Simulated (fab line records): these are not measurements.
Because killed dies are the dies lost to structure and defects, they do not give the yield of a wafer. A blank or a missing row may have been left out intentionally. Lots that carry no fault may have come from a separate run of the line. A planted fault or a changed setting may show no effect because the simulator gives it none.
fab line records | flow ritCmos
[record] lots = 15 | wafers = 45 | lastDay = 7
route steps=202 shown PSD@148 SILICIDE@163 CONTACT@179
lots with no fault: from the same line, run without faults
startH: hours from the record's first day to the start of the lot's first wafer shown | waitH: hours from the lot's prior step to this one | " same as the row above | L1.1+2: several wafers, shown together as one row | - value missing, or start not given | * or withheld: withheld | < > ~ a bound
route shown NAME@n: names a module that has steps shown in the file, with the first one's number in the route | usual: mean/standard deviation taken from wafers without a fault | same: alike in all rows | chamber/n: place in a boat | sites: each site's reading | _std_site: the standard deviation of these | _edge_site: the outer-site mean with the inner-site mean subtracted | radiusMm: how far each site lies from the wafer's centre | mask NAME#n: copy n | behind: the tool/chamber that last shaped the wafer | hold: reason for holding the lot/hours on hold/outcome of the hold | device: which transistor (n, p or np) failed to switch | end of line: the tests these same wafers got at the end of their route | step lacking rows: just its recipe | killed: dies that structure and defects cost at the first sort, which is not the same as the wafer's yield | map: dies across one wafer; x = killed, . = not, _ = none there
set.NAME: the setting that was run; set.NAME@STEP: the one run at that earlier step | model.NAME: the simulator's own value behind a step, which no gauge read
a sample of lots followed through the steps of the route, with each step as a table and each wafer as a row
services: a tool's chamber out of use, with start hour (startH, from the record's first day; less than 0 if before it), hours out, and reason
[[steps]]
[step RIT_PSD_OVL_MEAS_06]
[usual] PSD_OVL = -0.9/1.2
lot.wafer | tool       | chamber | startH | waitH | PSD_OVL[nm]
L227.3    | overlay-01 | -       | 65.41  | -     | -1.4
L227.5    | "          | -       | "      | "     | 0.5
L227.6    | "          | -       | "      | "     | -0.6
L229.1    | overlay-02 | -       | 71.02  | -     | 0.8
L229.3    | "          | -       | "      | "     | -1.2
L229.5    | "          | -       | "      | "     | -0.2
L230.1    | overlay-01 | -       | 76.90  | -     | 0.3
L230.2    | "          | -       | "      | "     | -2.4
L230.3    | "          | -       | "      | "     | -2.3
L232.3    | overlay-01 | -       | 87.71  | -     | -0.8
L232.4    | "          | -       | "      | "     | -2.6
L232.5    | "          | -       | "      | "     | 0.1
L233.2    | overlay-02 | -       | 89.82  | -     | 0.1
L233.4    | "          | -       | "      | "     | 0.9
L233.5    | "          | -       | "      | "     | 2.1
L237.1    | overlay-01 | -       | 104.17 | -     | -1.0
L237.2    | "          | -       | "      | "     | 1.1
L237.5    | "          | -       | "      | "     | -0.1
L238.2    | overlay-01 | -       | 109.99 | -     | -0.6
L238.3    | "          | -       | "      | "     | -1.4
L238.6    | "          | -       | "      | "     | -1.8
L239.2    | overlay-02 | -       | 112.82 | -     | 0.0
L239.4    | "          | -       | "      | "     | 0.1
L239.6    | "          | -       | "      | "     | -0.5
L241.2    | overlay-01 | -       | 120.26 | -     | -0.8
L241.4    | "          | -       | "      | "     | 1.5
L241.6    | "          | -       | "      | "     | -0.4
L243.2    | overlay-02 | -       | 130.27 | -     | 0.9
L243.3    | "          | -       | "      | "     | 0.2
L243.6    | "          | -       | "      | "     | -2.7
L244.1    | overlay-01 | -       | 133.19 | -     | 0.3
L244.2    | "          | -       | "      | "     | -1.3
L244.4    | "          | -       | "      | "     | -0.3
L246.1    | overlay-02 | -       | 144.09 | -     | -0.1
L246.2    | "          | -       | "      | "     | 0.0
L246.5    | "          | -       | "      | "     | -1.4
L247.1    | overlay-01 | -       | 152.06 | -     | -1.4
L247.2    | "          | -       | "      | "     | 0.3
L247.5    | "          | -       | "      | "     | -1.1
L249.4    | overlay-02 | -       | 164.10 | -     | 1.1
L249.5    | "          | -       | "      | "     | 1.3
L249.6    | "          | -       | "      | "     | 2.6
L250.1    | overlay-01 | -       | 167.81 | -     | -2.3
L250.5    | "          | -       | "      | "     | -1.8
L250.6    | "          | -       | "      | "     | -0.6
[step RIT_SILICIDE_RS_MEAS_02]
[recipe] thkMeasGauge = four-point-probe | reads = Ti_of_SILICIDE_SPUTTER_01
[usual] SILICIDE_TI_RS = 47.6/0.63
lot.wafer | tool         | chamber | startH | waitH | SILICIDE_TI_RS[ohm/sq]
L227.3    | filmMetro-02 | -       | 67.08  | 0.1   | 46.0
L227.5    | "            | -       | "      | "     | 45.8
L227.6    | "            | -       | "      | "     | 45.9
L229.1    | filmMetro-04 | -       | 72.68  | 0.1   | 46.8
L229.3    | "            | -       | "      | "     | 46.9
L229.5    | "            | -       | "      | "     | 46.7
L230.1    | filmMetro-02 | -       | 78.68  | 0.1   | 47.8
L230.2    | "            | -       | "      | "     | 48.0
L230.3    | "            | -       | "      | "     | 48.6
L232.3    | filmMetro-01 | -       | 89.38  | 0.1   | 47.1
L232.4    | "            | -       | "      | "     | 47.1
L232.5    | "            | -       | "      | "     | 47.2
L233.2    | filmMetro-04 | -       | 91.47  | 0.1   | 47.0
L233.4    | "            | -       | "      | "     | 47.1
L233.5    | "            | -       | "      | "     | 47.7
L237.1    | filmMetro-02 | -       | 106.06 | 0.1   | 48.1
L237.2    | "            | -       | "      | "     | 47.6
L237.5    | "            | -       | "      | "     | 47.4
L238.2    | filmMetro-02 | -       | 111.64 | 0.1   | 47.0
L238.3    | "            | -       | "      | "     | 47.3
L238.6    | "            | -       | "      | "     | 47.5
L239.2    | filmMetro-01 | -       | 114.53 | 0.1   | 47.0
L239.4    | "            | -       | "      | "     | 46.9
L239.6    | "            | -       | "      | "     | 47.2
L241.2    | filmMetro-02 | -       | 121.93 | 0.1   | 48.1
L241.4    | "            | -       | "      | "     | 47.9
L241.6    | "            | -       | "      | "     | 47.3
L243.2    | filmMetro-04 | -       | 131.96 | 0.1   | 47.7
L243.3    | "            | -       | "      | "     | 48.4
L243.6    | "            | -       | "      | "     | 48.0
L244.1    | filmMetro-04 | -       | 134.84 | 0.1   | 48.2
L244.2    | "            | -       | "      | "     | 47.8
L244.4    | "            | -       | "      | "     | 47.6
L246.1    | filmMetro-01 | -       | 145.73 | 0.1   | 47.5
L246.2    | "            | -       | "      | "     | 47.8
L246.5    | "            | -       | "      | "     | 48.1
L247.1    | filmMetro-02 | -       | 153.71 | 0.1   | 47.3
L247.2    | "            | -       | "      | "     | 47.3
L247.5    | "            | -       | "      | "     | 47.5
L249.4    | filmMetro-02 | -       | 165.80 | 0.1   | 49.2
L249.5    | "            | -       | "      | "     | 48.3
L249.6    | "            | -       | "      | "     | 49.1
L250.1    | filmMetro-02 | -       | 169.48 | 0.1   | 47.9
L250.5    | "            | -       | "      | "     | 47.7
L250.6    | "            | -       | "      | "     | 47.8
[step RIT_SILICIDE_RTA_04]
[recipe] tempC = 650 | timeS = 10 | idleTempC = 25 | rampUpS = 5 | rampDownS = 5 | coolToC = 25 | ambient = N2
[usual] wafer_temp_C_max = 652.5/0.79
lot.wafer | tool         | chamber | startH | waitH | wafer_temp_C_max
L227.3    | rtpAnneal-02 | 0       | 67.24  | 0.1   | 653.1
L227.5    | "            | 0       | "      | "     | 651.8
L227.6    | "            | 0       | "      | "     | 651.5
L229.1    | rtpAnneal-02 | 0       | 72.86  | 0.1   | 652.9
L229.3    | "            | 0       | "      | "     | 651.5
L229.5    | "            | 0       | "      | "     | 651.4
L230.1    | rtpAnneal-01 | 0       | 78.86  | 0.1   | 653.1
L230.2    | "            | 0       | "      | "     | 653.7
L230.3    | "            | 0       | "      | "     | 654.0
L232.3    | rtpAnneal-01 | 0       | 89.54  | 0.1   | 653.0
L232.4    | "            | 0       | "      | "     | 652.3
L232.5    | "            | 0       | "      | "     | 652.5
L233.2    | rtpAnneal-02 | 0       | 91.64  | 0.1   | 652.0
L233.4    | "            | 0       | "      | "     | 651.7
L233.5    | "            | 0       | "      | "     | 651.3
L237.1    | rtpAnneal-02 | 0       | 106.24 | 0.1   | 652.6
L237.2    | "            | 0       | "      | "     | 652.1
L237.5    | "            | 0       | "      | "     | 651.6
L238.2    | rtpAnneal-01 | 0       | 111.81 | 0.1   | 653.9
L238.3    | "            | 0       | "      | "     | 653.7
L238.6    | "            | 0       | "      | "     | 653.5
L239.2    | rtpAnneal-02 | 0       | 114.70 | 0.1   | 652.6
L239.4    | "            | 0       | "      | "     | 651.3
L239.6    | "            | 0       | "      | "     | 652.1
L241.2    | rtpAnneal-02 | 0       | 122.10 | 0.1   | 653.1
L241.4    | "            | 0       | "      | "     | 652.0
L241.6    | "            | 0       | "      | "     | 652.5
L243.2    | rtpAnneal-02 | 0       | 132.13 | 0.1   | 651.8
L243.3    | "            | 0       | "      | "     | 652.9
L243.6    | "            | 0       | "      | "     | 652.1
L244.1    | rtpAnneal-01 | 0       | 135.02 | 0.1   | 653.1
L244.2    | "            | 0       | "      | "     | 652.1
L244.4    | "            | 0       | "      | "     | 652.5
L246.1    | rtpAnneal-01 | 0       | 145.91 | 0.1   | 652.3
L246.2    | "            | 0       | "      | "     | 653.5
L246.5    | "            | 0       | "      | "     | 653.4
L247.1    | rtpAnneal-02 | 0       | 153.89 | 0.1   | 651.8
L247.2    | "            | 0       | "      | "     | 651.8
L247.5    | "            | 0       | "      | "     | 652.3
L249.4    | rtpAnneal-02 | 0       | 165.95 | 0.1   | 652.3
L249.5    | "            | 0       | "      | "     | 651.8
L249.6    | "            | 0       | "      | "     | 652.1
L250.1    | rtpAnneal-01 | 0       | 169.66 | 0.1   | 653.4
L250.5    | "            | 0       | "      | "     | 652.6
L250.6    | "            | 0       | "      | "     | 653.4
[step RIT_CONTACT_ETCH_11]
[recipe] targetDepthA = 4800 | overEtchFrac = 0.2 | stopOn = TiSi2 | chemistry = CHF3/CF4/Ar | target = SiO2 | CHF3_flow_sccm = 50 | cf4FlowSccm = 10 | Ar_flow_sccm = 100 | O2_flow_sccm = 5 | pressureMtorr = 100 | rfW = 200 | timeS = 320
[usual] CHF3_flow_sccm = 50.03/0.15 | O2_flow_sccm = 5.000/0.017 | drypumpMotorCurrentA = 5.9/0.42 | oesProductAu = 1.001/0.014 | overEtchFrac = 0.2/0 | throttleValvePct = 8.88/0.09
lot.wafer | tool       | chamber | startH | waitH | CHF3_flow_sccm | O2_flow_sccm | drypumpMotorCurrentA | oesProductAu | overEtchFrac | rfHoursCounterH | throttleValvePct
L227.3    | rieDiel-01 | 1       | 68.95  | 0.1   | 50.15          | 4.983        | 5.6                  | 1.001        | 0.2          | 155             | 8.83
L227.5    | "          | 2       | "      | "     | 49.99          | 4.999        | 6.1                  | 1.028        | 0.2          | -               | 9.06
L227.6    | "          | 3       | "      | "     | 50.06          | 5.000        | 6.4                  | 0.991        | 0.2          | -               | 8.85
L229.1    | rieDiel-04 | 2       | 74.64  | 0.1   | 49.92          | 5.011        | 5.4                  | 0.980        | 0.2          | 145             | 8.84
L229.3    | "          | 0       | "      | "     | 50.09          | 4.970        | 5.7                  | 1.014        | 0.2          | 3               | 8.79
L229.5    | "          | 3       | "      | "     | 49.95          | 5.002        | 5.9                  | 0.995        | 0.2          | -               | 8.86
L230.1    | rieDiel-01 | 2       | 80.55  | 0.1   | 50.03          | 4.987        | 6.1                  | 1.020        | 0.2          | 3               | 9.06
L230.2    | "          | 0       | "      | "     | 50.16          | 5.009        | 5.7                  | 1.003        | 0.2          | 15              | 8.90
L230.3    | "          | 3       | "      | "     | 50.02          | 5.000        | 6.4                  | 0.991        | 0.2          | 127             | 8.85
L232.3    | rieDiel-04 | 2       | 91.20  | 0.1   | 49.81          | 5.032        | 5.4                  | 0.978        | 0.2          | 145             | 8.85
L232.4    | "          | 1       | "      | "     | 49.90          | 4.996        | 6.7                  | 1.004        | 0.2          | 41              | 8.84
L232.5    | "          | 0       | "      | "     | 49.81          | 5.001        | 5.7                  | 1.013        | 0.2          | -               | 8.77
L233.2    | rieDiel-01 | 0       | 93.36  | 0.1   | 50.30          | 5.000        | 5.7                  | 1.002        | 0.2          | 15              | 8.88
L233.4    | "          | 3       | "      | "     | 49.86          | 5.021        | 6.4                  | 0.997        | 0.2          | 127             | 8.84
L233.5    | "          | 0       | "      | "     | 50.38          | 5.015        | 5.7                  | 1.004        | 0.2          | -               | 8.89
L237.1    | rieDiel-04 | 2       | 108.12 | 0.1   | -              | -            | -                    | -            | -            | -               | -
L237.2    | "          | 1       | "      | "     | -              | -            | -                    | -            | -            | -               | -
L237.5    | "          | 0       | "      | "     | -              | -            | -                    | -            | -            | -               | -
L238.2    | rieDiel-04 | 3       | 113.76 | 0.1   | -              | -            | -                    | -            | -            | -               | -
L238.3    | "          | 0       | "      | "     | -              | -            | -                    | -            | -            | -               | -
L238.6    | "          | 3       | "      | "     | -              | -            | -                    | -            | -            | -               | -
L239.2    | rieDiel-03 | 0       | 116.37 | 0.1   | -              | -            | -                    | -            | -            | -               | -
L239.4    | "          | 1       | "      | "     | -              | -            | -                    | -            | -            | -               | -
L239.6    | "          | 3       | "      | "     | -              | -            | -                    | -            | -            | -               | -
L241.2    | rieDiel-01 | 2       | 123.77 | 0.1   | 49.83          | 4.978        | 6.1                  | 1.014        | 0.2          | 5               | 9.08
L241.4    | "          | 0       | "      | "     | 50.08          | 4.991        | 5.7                  | 0.997        | 0.2          | -               | 8.89
L241.6    | "          | 2       | "      | "     | 49.98          | 5.004        | 6.1                  | 1.018        | 0.2          | -               | 9.07
L243.2    | rieDiel-04 | 1       | 133.80 | 0.1   | 49.96          | 5.011        | 6.6                  | 0.999        | 0.2          | 41              | 8.82
L243.3    | "          | 0       | "      | "     | 50.02          | 5.017        | 5.7                  | 1.010        | 0.2          | 4               | 8.77
L243.6    | "          | 3       | "      | "     | 50.26          | 5.002        | 5.9                  | 1.005        | 0.2          | -               | 8.86
L244.1    | rieDiel-03 | 0       | 136.71 | 0.1   | 50.23          | 5.008        | 5.6                  | 1.007        | 0.2          | 132             | 8.99
L244.2    | "          | 2       | "      | "     | 50.13          | 4.984        | 5.8                  | 1.011        | 0.2          | 50              | 9.03
L244.4    | "          | 3       | "      | "     | 50.17          | 5.004        | 4.8                  | 0.995        | 0.2          | 2               | 8.88
L246.1    | rieDiel-04 | 3       | 147.59 | 0.1   | 49.92          | 5.002        | 5.9                  | 1.001        | 0.2          | 145             | 8.87
L246.2    | "          | 0       | "      | "     | 50.11          | 4.982        | 5.7                  | 1.006        | 0.2          | 4               | 8.78
L246.5    | "          | 0       | "      | "     | 50.03          | 4.993        | 5.7                  | 1.016        | 0.2          | -               | 8.77
L247.1    | rieDiel-04 | 0       | 155.45 | 0.1   | 50.12          | 5.001        | 5.7                  | 1.014        | 0.2          | 4               | 8.79
L247.2    | "          | 2       | "      | "     | 50.15          | 4.966        | 5.4                  | 0.971        | 0.2          | 146             | 8.83
L247.5    | "          | 1       | "      | "     | 50.09          | 4.999        | 6.7                  | 1.008        | 0.2          | -               | 8.84
L249.4    | rieDiel-04 | 2       | 167.47 | 0.1   | 50.18          | 5.012        | 5.4                  | 0.982        | 0.2          | 147             | 8.83
L249.5    | "          | 2       | "      | "     | 50.06          | 4.998        | 5.4                  | 0.973        | 0.2          | -               | 8.84
L249.6    | "          | 3       | "      | "     | 50.07          | 5.000        | 5.9                  | 0.997        | 0.2          | -               | 8.84
L250.1    | rieDiel-01 | 1       | 171.22 | 0.1   | 50.08          | 4.975        | 5.6                  | 1.020        | 0.2          | 1               | 8.82
L250.5    | "          | 2       | "      | "     | 49.84          | 4.987        | 6.1                  | 1.020        | 0.2          | -               | 9.07
L250.6    | "          | 3       | "      | "     | 50.09          | 4.996        | 6.4                  | 0.991        | 0.2          | -               | 8.86
[step RIT_CONTACT_CD_MEAS_90]
[recipe] targetCdNm = 1000
[usual] cdNm = 1000.3/2.4
lot.wafer | tool     | chamber | startH | waitH | cdNm
L227.3    | cdSem-01 | -       | 69.36  | 0.1   | 999.7
L227.5    | "        | -       | "      | "     | 999.5
L227.6    | "        | -       | "      | "     | 999.8
L229.1    | cdSem-02 | -       | 75.01  | 0.1   | 999.6
L229.3    | "        | -       | "      | "     | 997.1
L229.5    | "        | -       | "      | "     | 997.6
L230.1    | cdSem-02 | -       | 80.92  | 0.1   | 998.9
L230.2    | "        | -       | "      | "     | 999.5
L230.3    | "        | -       | "      | "     | 997.7
L232.3    | cdSem-01 | -       | 91.61  | 0.1   | 998.2
L232.4    | "        | -       | "      | "     | 997.3
L232.5    | "        | -       | "      | "     | 997.8
L233.2    | cdSem-01 | -       | 93.75  | 0.1   | 1000.9
L233.4    | "        | -       | "      | "     | 1001.6
L233.5    | "        | -       | "      | "     | 999.6
L237.1    | cdSem-01 | -       | 108.48 | 0.1   | -
L237.2    | "        | -       | "      | "     | -
L237.5    | "        | -       | "      | "     | -
L238.2    | cdSem-01 | -       | 114.15 | 0.1   | -
L238.3    | "        | -       | "      | "     | -
L238.6    | "        | -       | "      | "     | -
L239.2    | cdSem-02 | -       | 116.76 | 0.1   | -
L239.4    | "        | -       | "      | "     | -
L239.6    | "        | -       | "      | "     | -
L241.2    | cdSem-02 | -       | 124.16 | 0.1   | 1000.5
L241.4    | "        | -       | "      | "     | 1000.3
L241.6    | "        | -       | "      | "     | 1001.4
L243.2    | cdSem-02 | -       | 134.19 | 0.1   | 1003.4
L243.3    | "        | -       | "      | "     | 1003.1
L243.6    | "        | -       | "      | "     | 1005.7
L244.1    | cdSem-01 | -       | 137.08 | 0.1   | 998.4
L244.2    | "        | -       | "      | "     | 1000.3
L244.4    | "        | -       | "      | "     | 996.8
L246.1    | cdSem-02 | -       | 147.96 | 0.1   | 1003.2
L246.2    | "        | -       | "      | "     | 1001.8
L246.5    | "        | -       | "      | "     | 1005.2
L247.1    | cdSem-02 | -       | 155.82 | 0.1   | 998.3
L247.2    | "        | -       | "      | "     | 995.4
L247.5    | "        | -       | "      | "     | 998.3
L249.4    | cdSem-01 | -       | 167.90 | 0.1   | 996.0
L249.5    | "        | -       | "      | "     | 996.0
L249.6    | "        | -       | "      | "     | 997.4
L250.1    | cdSem-02 | -       | 171.59 | 0.1   | 999.8
L250.5    | "        | -       | "      | "     | 1000.1
L250.6    | "        | -       | "      | "     | 998.1
[[services]]
tool         | chamber | startH | hours | kind
rieDiel-03   | 3       | 45.29  | -     | clean
rieDiel-03   | 3       | 45.29  | 21.4  | scheduledDown
rieDiel-03   | 3       | 45.29  | 21.4  | ventCycle
rtpAnneal-01 | -       | 47.98  | 6.3   | pm
rieDiel-04   | 0       | 54.08  | 5.1   | repair
rieDiel-04   | 1       | 74.42  | 8.0   | repair
rieDiel-03   | -       | 85.52  | 0.1   | repair
rieDiel-03   | -       | 93.43  | 0.5   | repair
rieDiel-04   | -       | 118.41 | 14.6  | pm
rieDiel-01   | 1       | 122.58 | -     | clean
rieDiel-01   | 1       | 122.58 | 19.2  | scheduledDown
rieDiel-01   | 1       | 122.58 | 19.2  | ventCycle
rtpAnneal-02 | -       | 127.17 | 4.4   | pm
rieDiel-01   | -       | 162.41 | 0.7   | repair
rieDiel-01   | -       | 167.43 | 2.8   | pm
rieDiel-04   | 2       | 168.34 | -     | clean
rieDiel-03   | 2       | 170.96 | 5.4   | repair
[[key]]
[firstSign] step = RIT_CONTACT_ETCH_11 | reading = toolRecord | direction = missing
[effect] step = RIT_CONTACT_CD_MEAS_90 | reading = cdNm | direction = missing | through = controlLoop
metAt RIT_CONTACT_ETCH_11
struckLots L237,L238,L239
laterRowsLeftOut L237.1,L237.2,L237.5,L238.2,L238.3,L238.6,L239.2,L239.4,L239.6
sortLeftOut L237.1,L237.2,L237.5,L238.2,L238.3,L238.6,L239.2,L239.4,L239.6
testerLeftOut L237,L238,L239
[loopTrim] step = RIT_CONTACT_EXPOSE_05 | setting = dose | lots = L238
notActingAt RIT_PSD_OVL_MEAS_06,RIT_SILICIDE_RS_MEAS_02,RIT_SILICIDE_RTA_04
onsetBetween 91.20 108.12
[fault] kind = skippedStepWhole | tool = rieDiel-03,rieDiel-04 | chamber = - | onsetH = 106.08 | steps = RIT_CONTACT_ETCH_11 | scope = struckLotsOnly
// testerLeftOut: of these lots the tester's yield and bins aren't shown, on N5 and GAA mostly nor the transistor test; their killed dies are dies lost to structure and defects alone, not to doping, threshold or leakage, so they don't give the yield
// sortLeftOut: the simulated sort isn't trusted on such a fault, so these wafers' sort isn't shown, and their yield isn't known
// laterRowsLeftOut: the simulator's readings of these wafers behind a module that went badly wrong aren't trusted and aren't shown, but for the sort
// loopTrim: a control loop set the setting to another value than it would have without faults
